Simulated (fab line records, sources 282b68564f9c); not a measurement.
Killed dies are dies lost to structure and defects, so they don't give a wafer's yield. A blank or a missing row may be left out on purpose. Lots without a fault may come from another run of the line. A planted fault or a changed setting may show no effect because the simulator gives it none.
fab line records | flow rit_cmos
record lots=13 wafers=39 last_day=7
route steps=202 shown ACTIVE@16 PWELL@48 NLDD@112 PLDD@124 M1@184
lots that met no fault: from a run of the same line without faults
start_h: hours from the record's first day to the start of the lot's first wafer shown | wait_h: hours since the lot's step before | " the same as in the row above | L1.1+2: a row that stands for several wafers | - no value, or no start given | * or withheld: withheld | < > ~ a bound
route shown NAME@n: a module of which the file shows steps, and the number in the route of the first | usual: mean/standard deviation of fault-free wafers | same: alike in all rows | chamber/n: place in a boat | sites: the reading at each site | _std_site: their standard deviation | _edge_site: outer sites' mean less inner sites' | radius_mm: how far each site lies from the wafer's centre | mask NAME#n: copy n | behind: the tool/chamber that last shaped the wafer | hold: why the lot was held/for how many hours/how that ended | device: the transistor (n, p or np) that didn't switch | end of line: the same wafers' tests at the end of the route | a step without rows: its recipe alone | killed: dies lost to structure and defects at the first sort, not the wafer's yield | map: a wafer's dies, x killed, . not, _ none there
set.NAME: the setting as run; set.NAME@STEP: as run at that earlier step | model.NAME: the simulator's own value behind a step, which no gauge read
steps of the route over a sample of lots; a table a step, a row a wafer
services: from which hour (start_h, from the record's first day; less than 0 if before it) a tool's chamber was out of use, for how many hours, and why
## steps
# step RIT_ACTIVE_CD_MEAS_90
# recipe target_cd_nm=1400
# usual cd_nm=1399.8/2.5
# columns lot.wafer tool chamber start_h wait_h cd_nm
L601.1 cd_sem-01 - 15.19 0.1 1399.8
L601.3 " - " " 1397.5
L601.5 " - " " 1398.7
L602.1 cd_sem-02 - 20.66 0.1 1401.2
L602.2 " - " " 1400.2
L602.4 " - " " 1400.9
L603.2 cd_sem-02 - 25.16 0.1 1399.5
L603.3 " - " " 1397.7
L603.4 " - " " 1397.6
L606.2 cd_sem-02 - 40.48 0.1 1404.5
L606.3 " - " " 1404.9
L606.5 " - " " 1402.6
L607.2 cd_sem-02 - 45.04 0.1 1403.8
L607.3 " - " " 1400.2
L607.4 " - " " 1400.9
L608.3 cd_sem-02 - 50.18 0.1 1402.3
L608.4 " - " " 1400.0
L608.5 " - " " 1400.9
L611.2 cd_sem-01 - 65.16 0.1 1401.2
L611.3 " - " " 1399.5
L611.4 " - " " 1402.0
L617.1 cd_sem-01 - 95.02 0.1 1403.1
L617.3 " - " " 1401.1
L617.5 " - " " 1401.7
L618.1 cd_sem-02 - 100.02 0.1 1397.7
L618.3 " - " " 1400.0
L618.5 " - " " 1399.6
L620.1 cd_sem-02 - 110.85 0.1 1402.6
L620.5 " - " " 1401.6
L620.6 " - " " 1400.1
L621.2 cd_sem-02 - 115.04 0.1 1396.7
L621.3 " - " " 1400.1
L621.6 " - " " 1399.1
L622.1 cd_sem-02 - 120.02 0.1 1401.0
L622.2 " - " " 1398.7
L622.5 " - " " 1396.7
L624.2 cd_sem-01 - 130.04 0.1 1395.6
L624.4 " - " " 1397.5
L624.5 " - " " 1397.2
# step RIT_PWELL_STRIP_09
# recipe chemistry=O2 time_s=180 resist=NOVOLAK platen_temp_c=withheld power_w=500 pressure_mtorr=4000 o2_flow_sccm=4000
# usual drypump_motor_current_A=5.6/0.53 run_length_s=208.4/0.41
# columns lot.wafer tool chamber start_h wait_h drypump_motor_current_A rf_hours_counter_h run_length_s
L601.1 plasma_asher-01 0 22.87 0.1 5.4 38 209.3
L601.3 " 0 " " 5.4 - 209.1
L601.5 " 1 " " 6.1 - 208.0
L602.1 plasma_asher-01 0 29.42 0.1 5.4 39 208.7
L602.2 " 1 " " 6.2 39 208.1
L602.4 " 1 " " 6.2 - 208.1
L603.2 plasma_asher-03 0 33.26 0.1 5.8 40 208.5
L603.3 " 1 " " 4.8 - 208.5
L603.4 " 0 " " 5.8 - 209.0
L606.2 plasma_asher-01 0 48.41 0.1 5.4 41 208.9
L606.3 " 0 " " 5.4 - 208.8
L606.5 " 1 " " 6.2 - 208.0
L607.2 plasma_asher-01 1 53.56 0.1 6.2 42 208.4
L607.3 " 0 " " 5.4 - 208.7
L607.4 " 1 " " 6.2 - 208.7
L608.3 plasma_asher-01 1 57.76 0.1 6.2 - 208.1
L608.4 " 0 " " 5.4 - 208.9
L608.5 " 0 " " 5.4 - 208.7
L611.2 plasma_asher-02 0 72.34 0.1 6.1 26 207.8
L611.3 " 0 " " 6.1 - 208.1
L611.4 " 1 " " 4.9 - 208.1
L617.1 plasma_asher-01 1 102.45 0.1 6.1 47 208.0
L617.3 " 1 " " 6.2 - 207.9
L617.5 " 1 " " 6.1 - 207.9
L618.1 plasma_asher-02 1 107.17 0.1 4.9 30 208.8
L618.3 " 1 " " 4.9 - 208.7
L618.5 " 1 " " 4.9 - 208.3
L620.1 plasma_asher-01 0 118.34 0.1 5.4 49 209.1
L620.5 " 0 " " 5.4 - 209.2
L620.6 " 1 " " 6.1 - 207.9
L621.2 plasma_asher-01 0 123.43 0.1 5.4 50 209.0
L621.3 " 0 " " 5.4 - 209.2
L621.6 " 1 " " 6.1 - 208.2
L622.1 plasma_asher-01 1 127.97 0.1 6.2 50 208.4
L622.2 " 0 " " 5.4 50 208.7
L622.5 " 1 " " 6.2 - 208.4
L624.2 plasma_asher-02 0 138.81 0.1 6.1 34 207.8
L624.4 " 0 " " 6.1 - 207.9
L624.5 " 0 " " 6.1 - 207.7
# step RIT_NLDD_STRIP_09
# recipe chemistry=O2 time_s=180 resist=NOVOLAK platen_temp_c=withheld power_w=500 pressure_mtorr=4000 o2_flow_sccm=4000
# usual drypump_motor_current_A=5.6/0.5 run_length_s=208.4/0.37
# columns lot.wafer tool chamber start_h wait_h drypump_motor_current_A rf_hours_counter_h run_length_s
L601.1 plasma_asher-01 1 43.05 0.1 6.1 41 207.9
L601.3 " 0 " " 5.4 - 208.6
L601.5 " 0 " " 5.4 - 209.0
L602.1 plasma_asher-02 0 48.20 0.1 6.1 23 207.8
L602.2 " 1 " " 4.9 23 208.1
L602.4 " 1 " " 4.9 - 208.6
L603.2 plasma_asher-02 0 52.58 0.1 6.1 24 208.4
L603.3 " 0 " " 6.1 - 208.5
L603.4 " 1 " " 4.9 - 208.3
L606.2 plasma_asher-01 1 68.11 0.1 6.2 44 208.1
L606.3 " 0 " " 5.4 - 208.8
L606.5 " 1 " " 6.1 - 208.0
L607.2 plasma_asher-01 1 72.38 0.1 6.1 44 207.9
L607.3 " 1 " " 6.2 - 208.1
L607.4 " 0 " " 5.4 - 209.1
L608.3 plasma_asher-01 1 76.24 0.1 6.1 - 208.4
L608.4 " 0 " " 5.4 - 208.9
L608.5 " 0 " " 5.4 - 208.9
L611.2 plasma_asher-02 0 91.69 0.1 6.1 28 72.4
L611.3 " 0 " " 6.1 - 72.1
L611.4 " 1 " " 4.9 - 72.5
L617.1 plasma_asher-03 0 120.77 0.1 5.8 50 208.6
L617.3 " 0 " " 5.8 - 208.6
L617.5 " 1 " " 4.8 - 208.6
L618.1 plasma_asher-03 1 126.84 0.1 4.8 51 208.7
L618.3 " 1 " " 4.8 - 208.7
L618.5 " 1 " " 4.8 - 208.5
L620.1 plasma_asher-01 0 137.43 0.1 5.4 51 208.8
L620.5 " 1 " " 6.1 - 207.9
L620.6 " 0 " " 5.4 - 209.0
L621.2 plasma_asher-02 1 141.91 0.1 4.9 34 208.1
L621.3 " 0 " " 6.1 - 207.9
L621.6 " 1 " " 4.9 - 208.3
L622.1 plasma_asher-02 0 147.24 0.1 6.1 35 208.2
L622.2 " 1 " " 4.9 35 208.1
L622.5 " 0 " " 6.1 - 208.1
L624.2 plasma_asher-01 1 158.39 0.1 6.2 53 208.6
L624.4 " 1 " " 6.1 - 208.3
L624.5 " 1 " " 6.2 - 208.0
# step RIT_PLDD_TW_MEAS_10
# usual PLDD_TW=2334/37
# columns lot.wafer tool chamber start_h wait_h PLDD_TW
L601.1 film_metro-04 - 44.78 0.1 2355
L601.3 " - " " 2362
L601.5 " - " " 2363
L602.1 film_metro-04 - 49.97 0.1 2353
L602.2 " - " " 2350
L602.4 " - " " 2357
L603.2 film_metro-04 - 54.18 0.1 2354
L603.3 " - " " 2364
L603.4 " - " " 2350
L606.2 film_metro-01 - 69.71 0.1 2276
L606.3 " - " " 2284
L606.5 " - " " 2279
L607.2 film_metro-04 - 74.11 0.1 2347
L607.3 " - " " 2354
L607.4 " - " " 2361
L608.3 film_metro-01 - 77.92 0.1 2270
L608.4 " - " " 2281
L608.5 " - " " 2276
L611.2 film_metro-02 - 93.42 0.1 30
L611.3 " - " " 30
L611.4 " - " " 30
L617.1 film_metro-02 - 122.59 0.1 2373
L617.3 " - " " 2359
L617.5 " - " " 2388
L618.1 film_metro-01 - 128.56 0.1 2293
L618.3 " - " " 2291
L618.5 " - " " 2300
L620.1 film_metro-04 - 139.02 0.1 2368
L620.5 " - " " 2356
L620.6 " - " " 2359
L621.2 film_metro-01 - 143.51 0.1 2289
L621.3 " - " " 2294
L621.6 " - " " 2295
L622.1 film_metro-01 - 148.96 0.1 2278
L622.2 " - " " 2285
L622.5 " - " " 2282
L624.2 film_metro-04 - 160.33 0.1 2348
L624.4 " - " " 2348
L624.5 " - " " 2348
# step RIT_M1_SPUTTER_00
# recipe material=Al target_thk_nm=400 power_w=2000 chamber_pressure_pa=0.4 gas=Ar time_s=500 substrate_temp_c=25
# usual cathode_dc_power_W=2000.0/0.39 throttle_valve_pct=30.0/1
# columns lot.wafer tool chamber start_h wait_h cathode_dc_power_W throttle_valve_pct
L601.1 pvd_sputter-03 - 54.47 0.0 1999.6 30.4
L601.3 " - " " 2000.0 30.2
L601.5 " - " " 1999.9 30.2
L602.1 pvd_sputter-02 - 59.04 0.0 1999.7 30.1
L602.2 " - " " 1999.9 29.6
L602.4 " - " " 2000.6 30.0
L603.2 pvd_sputter-03 - 64.15 0.0 1999.9 30.1
L603.3 " - " " 1999.2 28.5
L603.4 " - " " 2000.4 30.6
L606.2 pvd_sputter-01 - 78.92 0.0 1999.6 31.4
L606.3 " - " " 2000.6 28.8
L606.5 " - " " 1999.8 31.4
L607.2 pvd_sputter-03 - 83.45 0.0 1999.7 30.8
L607.3 " - " " 2000.1 28.3
L607.4 " - " " 1999.7 30.1
L608.3 pvd_sputter-01 - 87.50 0.0 2000.0 30.9
L608.4 " - " " 2000.2 28.8
L608.5 " - " " 1999.3 27.9
L611.2 pvd_sputter-03 - 102.56 0.0 1999.9 30.5
L611.3 " - " " 1999.2 30.4
L611.4 " - " " 2000.3 28.3
L617.1 pvd_sputter-03 - 132.05 0.0 2000.1 30.5
L617.3 " - " " 1999.8 30.2
L617.5 " - " " 2000.2 30.5
L618.1 pvd_sputter-02 - 137.95 0.0 1999.5 29.9
L618.3 " - " " 2000.6 32.0
L618.5 " - " " 1999.3 29.9
L620.1 pvd_sputter-02 - 148.60 0.0 2000.2 30.2
L620.5 " - " " 2000.1 31.8
L620.6 " - " " 1999.3 30.0
L621.2 pvd_sputter-03 - 153.46 0.0 2000.3 30.6
L621.3 " - " " 1999.9 28.2
L621.6 " - " " 1999.9 28.4
L622.1 pvd_sputter-02 - 158.14 0.0 1999.8 29.7
L622.2 " - " " 2000.9 30.1
L622.5 " - " " 1999.9 31.6
L624.2 pvd_sputter-02 - 169.49 0.0 1999.9 30.0
L624.4 " - " " 2000.2 31.6
L624.5 " - " " 2000.4 32.0
## services
# columns tool chamber start_h hours kind
plasma_asher-02 - 24.19 15.5 repair
pvd_sputter-02 - 68.49 3.0 repair
pvd_sputter-01 - 117.27 6.6 repair
plasma_asher-01 - 141.83 6.1 repair
plasma_asher-01 - 142.26 2.1 repair
plasma_asher-03 - 145.22 4.3 pm
## key
first_sign step=RIT_NLDD_STRIP_09 reading=run_length_s direction=down sigmas=99+ usual=* struck=*
effect step=RIT_PLDD_TW_MEAS_10 reading=PLDD_TW direction=down sigmas=63 usual=2334 struck=30
met_at RIT_NLDD_STRIP_09
struck_lots L611
sort_left_out L611.2,L611.3,L611.4
tester_left_out L611
not_acting_at RIT_ACTIVE_CD_MEAS_90,RIT_PWELL_STRIP_09,RIT_M1_SPUTTER_00
onset_between 52.58 91.69
fault kind=strip_aborted tool=plasma_asher-02 chamber=- onset_h=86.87 steps=RIT_NLDD_STRIP_09 offset=0.6 end_h=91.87
# tester_left_out: of these lots the tester's yield and bins aren't shown, on N5 and GAA mostly nor the transistor test; their killed dies are dies lost to structure and defects alone, not to doping, threshold or leakage, so they don't give the yield
# sort_left_out: the simulated sort isn't trusted on such a fault, so these wafers' sort isn't shown, and their yield isn't known
